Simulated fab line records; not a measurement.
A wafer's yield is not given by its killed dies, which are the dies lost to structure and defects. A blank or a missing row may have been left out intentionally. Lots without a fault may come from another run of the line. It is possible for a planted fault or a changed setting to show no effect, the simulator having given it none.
One fault seen from 2 desks :: flow berkeley_cmos170 :: every desk sees just its own numbers, and what lay behind them comes last

DESK OF THE TOOL OWNER: litho_track-02
The tool's own readings at UCB170_M1_COAT_04 (resist thk 900 nm): means of the sampled wafers that have a number, for each lot that ran on this tool. Any lot whose mean is over 4 standard deviations away from the usual mean is out of limits and marked OUT; that distance is given in the brackets.
Columns: A = spin_speed_rpm at UCB170_M1_COAT_04, usual 1500.0 rpm
lot: L600
first seen here: day 8 09:00
A: 1500.8

lot: L601
first seen here: day 8 13:00
A: 1499.9

lot: L602
first seen here: day 9 06:00
A: 1499.5

lot: L610
first seen here: day 10 13:00
A: 1499.9

lot: L609
first seen here: day 10 21:00
A: 1435.0 (-65) OUT

lot: L614
first seen here: day 11 14:00
A: 1433.4 (-67) OUT
Finding of this desk: L609, L614 out of limits; the first was L609 at day 10 21:00, on spin_speed_rpm at UCB170_M1_COAT_04. In limits: L600, L601, L602, L610.

METROLOGY DESK
Means of the sampled wafers that have a number, per lot and without regard to the tool the lot ran on: this is what the gauges read. Any lot whose mean is over 4 standard deviations away from the usual mean is out of limits and marked OUT; that distance is given in the brackets.
Columns: A = CONTACT_OVL at UCB170_CONTACT_OVL_MEAS_16, usual -2 nm; B = M1_OVL at UCB170_M1_OVL_MEAS_10, usual -1 nm
lot: L596
first seen here: day 7 03:53
A: -3
B: 9

lot: L599
first seen here: day 8 07:49
A: -5
B: 2

lot: L600
first seen here: day 8 08:13
A: -9
B: 3

lot: L601
first seen here: day 8 12:20
A: -9
B: -4

lot: L603
first seen here: day 9 04:16
A: -4
B: -2

lot: L602
first seen here: day 9 05:06
A: 2
B: -8

lot: L604
first seen here: day 9 10:08
A: 3
B: -0

lot: L610
first seen here: day 10 12:38
A: 2
B: -2

lot: L609
first seen here: day 10 20:39
A: -3
B: -6

lot: L614
first seen here: day 11 13:17
A: 1
B: 1

lot: L615
first seen here: day 11 15:26
A: -2
B: -1

lot: L617
first seen here: day 11 18:14
A: -2
B: -3

lot: L616
first seen here: day 12 00:12
A: -4
B: -10

lot: L618
first seen here: day 12 08:58
A: -4
B: -7
This desk's verdict: no lot among the 14 shows anything out of limits.

BROUGHT TOGETHER
On L609, L614, at day 10 21:00, an alarm was possible from the tool owner's desk.
Nothing out of limits was seen by the metrology desk.
The metrology desk has L609, L614 on record, within its limits.
All the named lots went through UCB170_M1_COAT_04 on litho_track-02.

WHAT THE SIMULATOR PUT IN
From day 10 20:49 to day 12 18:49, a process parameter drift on litho_track-02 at UCB170_M1_COAT_04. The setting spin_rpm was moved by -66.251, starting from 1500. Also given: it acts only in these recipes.
Lots struck among those shown: L609, L614.
Time in hours from fault onset to the first out-of-limits reading at each desk: the tool owner's desk, 0.
